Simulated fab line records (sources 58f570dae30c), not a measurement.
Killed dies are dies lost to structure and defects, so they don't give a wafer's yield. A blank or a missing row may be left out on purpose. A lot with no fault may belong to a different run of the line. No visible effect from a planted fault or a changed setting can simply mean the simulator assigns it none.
A lot that was struck, set against a sound lot	flow berkeley cmos170	14 out of 331 route steps
Sound: wafers L483.3, L483.4, L483.6. The struck wafers were L491.4, L491.5, L491.6. The cause is named last.
At each step with rows: each side's tool, then ch and its chambers, then its first start. Under that, the readings that differ: sound wafers	struck wafers	difference of the means	sigmas: that difference in standard deviations of wafers without a fault.
alike: readings whose means differ by less than 2 such deviations, and words and numbers that are the same on both sides. not compared: withheld readings, readings that some wafer has no value for, bounds like >300 that may hide the same value, and numbers for which the record gives no deviation and whose values overlap.
The two part at a step that has a row with sigmas, a row that says differs or no value, or rows on one side only. Numbers that have no deviation but don't overlap get no sigmas and don't part them. A reading that every wafer of one side lacks parts them only if that side has two wafers or more.

UCB170_PVT_STRIP_08: strips in O2.
  sound on plasma asher-01 ch 0,1, day 8 03:51; struck on plasma asher-02 ch 0,1, day 10 10:05
reading	sound	struck	difference	sigmas
drypump motor current A (A)	6.1 6.1 6.1	5.1 5.1 5.3	-0.9	-2
  alike: chamber pressure mTorr, oes product au, strip time to endpoint s
  not compared: rf hours counter h
UCB170_PVT_TW_MEAS_09:
  struck on film metro-03, day 10 10:11; sound on film metro-04, day 8 03:56
  alike: PVT_TW
then, 1 step without rows for these wafers: UCB170_GATE_WET_ETCH_00 (etches SiO2 in dHF, time 200 s).
UCB170_FIELD_THK_MEAS_91:
  struck on film metro-03, day 10 10:19; sound on film metro-01, day 8 04:05
  alike: FIELD_OXIDE_LEFT_2_THK
then, 1 step without rows for these wafers: UCB170_GATE_OXIDATION_01 (target thk 6.6 nm, ox time 1800 s).
UCB170_GATE_THK_MEAS_02:
  struck on film metro-02, day 10 14:23; sound on film metro-01, day 8 11:25
  alike: GATE_OXIDE_THK
then, 2 steps without rows for these wafers: UCB170_GATE_ANNEAL_03 (time 1800 s); UCB170_GATE_CVD_04 (deposits poly-Si from SiH4, time 1440 s, target thk 214 nm).
UCB170_GATE_THK_MEAS_05:
  struck on film metro-04, day 10 21:14; sound on film metro-02, day 8 22:20
  alike: GATE_POLY_THK
then, 3 steps without rows for these wafers: UCB170_GATE_COAT_06; UCB170_GATE_COAT_07 (resist thk 900 nm); UCB170_GATE_SOFTBAKE_08 (time 60 s).
UCB170_GATE_EXPOSE_09: exposes mask POLY, target cd 350 nm.
  struck on krf scanner-01, day 10 22:23; sound on krf scanner-01 ch 0, day 8 23:00
  no value came back on the struck wafers for exposure dose mJ cm2, focus offset nm (nm), na, sigma outer; on the sound wafers exposure dose mJ cm2 reads 21.020 20.955 20.985
  alike: mask
after that, 1 step had no rows for these wafers: UCB170_GATE_PEB_10.

== WHERE THEY PART ==
First at UCB170_PVT_STRIP_08; last, within this record, at UCB170_GATE_EXPOSE_09.

WHY: what the simulator had put in
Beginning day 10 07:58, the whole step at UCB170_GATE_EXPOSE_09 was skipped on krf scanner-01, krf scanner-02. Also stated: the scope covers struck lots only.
